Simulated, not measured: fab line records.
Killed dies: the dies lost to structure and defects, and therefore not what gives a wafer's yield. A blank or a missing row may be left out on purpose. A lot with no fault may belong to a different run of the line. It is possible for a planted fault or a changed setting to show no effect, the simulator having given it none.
fab line records | flow berkeley-cmos170
[record] lots = 5 | wafers = 15 | last-day = 12
route steps=331 shown PLDD@156 NLDD@158
lots untouched by any fault: they come from a run of this same line in which no faults occurred
start-h: hours from the record's first day to the start of the lot's first wafer shown | wait-h: how many hours have passed since the lot's step before this one | " repeats the value in the row above | L1.1+2: a row that stands for several wafers | - value missing, or start not given | * or withheld: withheld | < > ~ a bound
route shown NAME@n: names a module that has steps shown in the file, with the first one's number in the route | usual: mean/standard deviation taken from wafers without a fault | same: alike in all rows | chamber/n: place in a boat | sites: readings site by site | _std_site: standard deviation of those values | _edge_site: mean of outer sites minus mean of inner sites | radius-mm: how far each site lies from the wafer's centre | mask NAME#n: copy n | behind: the tool/chamber that last shaped the wafer | hold: why the lot went on hold/how many hours it stayed there/how the hold came to an end | device: the n, p or np transistor that did not switch | end of line: tests of these same wafers at the route's end | step lacking rows: just its recipe | killed: at the first sort, the dies lost to defects and structure; wafer yield is something else | map: dies across one wafer; x = killed, . = not, _ = none there
set.NAME: the run value of the setting; set.NAME@STEP: its run value at that earlier step | model.NAME: the simulator's own value behind a step, which no gauge read
lots seen at some steps along the route; tables by step, rows by wafer
services: from which hour (start-h, from the record's first day; less than 0 if before it) a tool's chamber was out of use, for how many hours, and why
[[steps]]
[step UCB170_PLDD_TW_MEAS_11]
[usual] PLDD_TW = 1017/6.7
lot.wafer | tool          | chamber | start-h | wait-h | PLDD_TW
L874.1    | film-metro-01 | -       | 137.37  | 0.1    | 1019
L874.2    | "             | -       | "       | "      | 1027
L874.5    | "             | -       | "       | "      | 1021
L882.4    | film-metro-02 | -       | 172.91  | 0.1    | 1033
L882.5    | "             | -       | "       | "      | 1025
L882.6    | "             | -       | "       | "      | 1022
L891.1    | film-metro-04 | -       | 222.47  | 0.1    | 1014
L891.2    | "             | -       | "       | "      | 1016
L891.6    | "             | -       | "       | "      | 1012
L895.1    | film-metro-02 | -       | 234.68  | 0.1    | 1020
L895.3    | "             | -       | "       | "      | 1018
L895.6    | "             | -       | "       | "      | 1017
L894.2    | film-metro-02 | -       | 235.04  | 0.1    | 1019
L894.5    | "             | -       | "       | "      | 1019
L894.6    | "             | -       | "       | "      | 1025
[step UCB170_PLDD_CLEAN_12]
[recipe] chemistry = SPM | temp-c = 120 | time-s = 600
[step UCB170_NLDD_HMDS_00]
[recipe] prime-time-s = 60 | prime-temp-c = 100
[step UCB170_NLDD_COAT_01]
[recipe] resist = KrF | spin-rpm = 1500 | resist-thk-nm = 900
[step UCB170_NLDD_SOFTBAKE_02]
[recipe] resist = KrF | temp-c = 129.2 | time-s = 60
[step UCB170_NLDD_EXPOSE_03]
[recipe] mask-id = NSELECT | na = 0.5 | sigma-outer = 0.6 | source-shape = conventional | target-cd-nm = 1200 | dose-mj = 30
[step UCB170_NLDD_PEB_04]
[recipe] peb-temp-c = 130 | peb-time-s = withheld | resist = KrF
[step UCB170_NLDD_DEVELOP_05]
[recipe] developer = TMAH | develop-time-s = 45 | resist = KrF | dev-temp-c = 21
[step UCB170_NLDD_CD_MEAS_06]
[recipe] target-cd-nm = 1200
[usual] cd-nm = 1199.5/1.3
lot.wafer | tool      | chamber | start-h | wait-h | cd-nm
L874.1    | cd-sem-02 | -       | 141.76  | -      | 1198.2
L874.2    | "         | -       | "       | "      | 1198.5
L874.5    | "         | -       | "       | "      | 1198.4
L882.4    | cd-sem-02 | -       | 174.43  | -      | 1202.2
L882.5    | "         | -       | "       | "      | 1202.0
L882.6    | "         | -       | "       | "      | 1202.3
L891.1    | cd-sem-01 | -       | 223.84  | -      | 1201.7
L891.2    | "         | -       | "       | "      | 1200.7
L891.6    | "         | -       | "       | "      | 1200.7
L895.1    | cd-sem-02 | -       | 235.99  | -      | 1198.2
L895.3    | "         | -       | "       | "      | 1199.0
L895.6    | "         | -       | "       | "      | 1196.2
L894.2    | cd-sem-01 | -       | 236.26  | -      | 1199.6
L894.5    | "         | -       | "       | "      | 1199.6
L894.6    | "         | -       | "       | "      | 1200.6
[step UCB170_NLDD_OVL_MEAS_07]
[usual] NLDD_OVL = 2/5.9
lot.wafer | tool       | chamber | start-h | wait-h | NLDD_OVL[nm]
L874.1    | overlay-01 | -       | 141.88  | 0.1    | -6
L874.2    | "          | -       | "       | "      | -16
L874.5    | "          | -       | "       | "      | -1
L882.4    | overlay-01 | -       | 174.51  | 0.1    | 3
L882.5    | "          | -       | "       | "      | 0
L882.6    | "          | -       | "       | "      | -1
L891.1    | overlay-01 | -       | 223.96  | 0.1    | -3
L891.2    | "          | -       | "       | "      | 1
L891.6    | "          | -       | "       | "      | 3
L895.1    | overlay-02 | -       | 236.11  | 0.1    | -6
L895.3    | "          | -       | "       | "      | -9
L895.6    | "          | -       | "       | "      | 4
L894.2    | overlay-01 | -       | 236.36  | 0.1    | 11
L894.5    | "          | -       | "       | "      | 4
L894.6    | "          | -       | "       | "      | 5
[step UCB170_NLDD_IMPLANT_08]
[recipe] species = As | dose-cm2 = 5e+13 | energy-kev = 30 | tilt-deg = 7 | rotation-deg = 0
[step UCB170_NLDD_IMPLANT_09]
[recipe] species = As | dose-cm2 = 5e+13 | energy-kev = 30 | tilt-deg = 7 | rotation-deg = 180
[step UCB170_NLDD_STRIP_10]
[recipe] chemistry = O2 | power-w = 400 | pressure-mtorr = 3500 | platen-temp-c = withheld | o2-flow-sccm = 400 | overash-fraction = 0.5
[usual] drypump-motor-current-A = 5.6/0.51 | oes-product-au = 0.734/0.0046 | strip-time-to-endpoint-s = 21.66/0.06
lot.wafer | tool            | chamber | start-h | wait-h | drypump-motor-current-A | oes-product-au | rf-hours-counter-h | strip-time-to-endpoint-s | model.KrF_of_NLDD_COAT_01.thk-nm
L874.1    | plasma-asher-03 | 1       | 142.22  | 0.1    | 5.7                     | 0.738          | 3                  | 21.60                    | 0
L874.2    | "               | 0       | "       | "      | 5.6                     | 0.727          | 3                  | 21.63                    | 0
L874.5    | "               | 0       | "       | "      | 5.6                     | 0.725          | -                  | 21.56                    | 0
L882.4    | plasma-asher-03 | 1       | 174.86  | 0.1    | 5.7                     | 0.983          | -                  | -                        | 299.7
L882.5    | "               | 1       | "       | "      | 5.7                     | 0.982          | -                  | -                        | 299.8
L882.6    | "               | 0       | "       | "      | 5.6                     | 0.983          | -                  | -                        | 300.3
L891.1    | plasma-asher-02 | 1       | 224.29  | 0.1    | 4.7                     | 0.736          | 52                 | 21.70                    | 0
L891.2    | "               | 0       | "       | "      | 5.4                     | 0.730          | 52                 | 21.68                    | 0
L891.6    | "               | 1       | "       | "      | 4.8                     | 0.733          | -                  | 21.72                    | 0
L895.1    | plasma-asher-01 | 1       | 236.45  | 0.1    | 5.8                     | 0.732          | 45                 | 21.69                    | 0
L895.3    | "               | 1       | "       | "      | 5.8                     | 0.737          | -                  | 21.68                    | 0
L895.6    | "               | 0       | "       | "      | 6.6                     | 0.725          | -                  | 21.69                    | 0
L894.2    | plasma-asher-03 | 0       | 236.69  | 0.1    | 5.6                     | 0.737          | 13                 | 21.67                    | 0
L894.5    | "               | 1       | "       | "      | 5.8                     | 0.736          | -                  | 21.62                    | 0
L894.6    | "               | 0       | "       | "      | 5.6                     | 0.730          | -                  | 21.64                    | 0
[step UCB170_NLDD_TW_MEAS_11]
[usual] NLDD_TW = 2230/12
lot.wafer | tool          | chamber | start-h | wait-h | NLDD_TW
L874.1    | film-metro-04 | -       | 142.32  | 0.1    | 2228
L874.2    | "             | -       | "       | "      | 2216
L874.5    | "             | -       | "       | "      | 2216
L882.4    | film-metro-01 | -       | 174.96  | 0.1    | 2241
L882.5    | "             | -       | "       | "      | 2242
L882.6    | "             | -       | "       | "      | 2225
L891.1    | film-metro-01 | -       | 224.39  | 0.1    | 2229
L891.2    | "             | -       | "       | "      | 2224
L891.6    | "             | -       | "       | "      | 2239
L895.1    | film-metro-02 | -       | 236.55  | 0.1    | 2224
L895.3    | "             | -       | "       | "      | 2239
L895.6    | "             | -       | "       | "      | 2238
L894.2    | film-metro-04 | -       | 236.80  | 0.1    | 2239
L894.5    | "             | -       | "       | "      | 2222
L894.6    | "             | -       | "       | "      | 2231
[[services]]
tool            | chamber | start-h | hours | kind
plasma-asher-01 | -       | 223.40  | 2.8   | pm
[[key]]
[first-sign] step = UCB170_NLDD_STRIP_10 | reading = oes-product-au | direction = up | sigmas = 54 | usual = 0.734 | struck = 0.983
effect none on later readings
[model-effect] step = UCB170_NLDD_STRIP_10 | value = KrF_of_NLDD_COAT_01.thk-nm | without = 0 | struck = 300
met-at UCB170_NLDD_STRIP_10
struck-wafers L882.4,L882.5,L882.6
later-rows-left-out L882.4,L882.5,L882.6
sort-left-out L882.4,L882.5,L882.6
tester-left-out L882
onset-between 142.22 174.86
[fault] kind = strip-aborted | tool = plasma-asher-03 | chamber = - | onset-h = 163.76 | steps = UCB170_NLDD_STRIP_10 | offset = 0.6 | end-h = 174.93
// tester-left-out: of these lots the tester's yield and bins aren't shown, on N5 and GAA mostly nor the transistor test; their killed dies are dies lost to structure and defects alone, not to doping, threshold or leakage, so they don't give the yield
// sort-left-out: the simulated sort isn't trusted on such a fault, so these wafers' sort isn't shown, and their yield isn't known
// later-rows-left-out: the simulator's readings of these wafers behind a module that went badly wrong aren't trusted and aren't shown, but for the sort
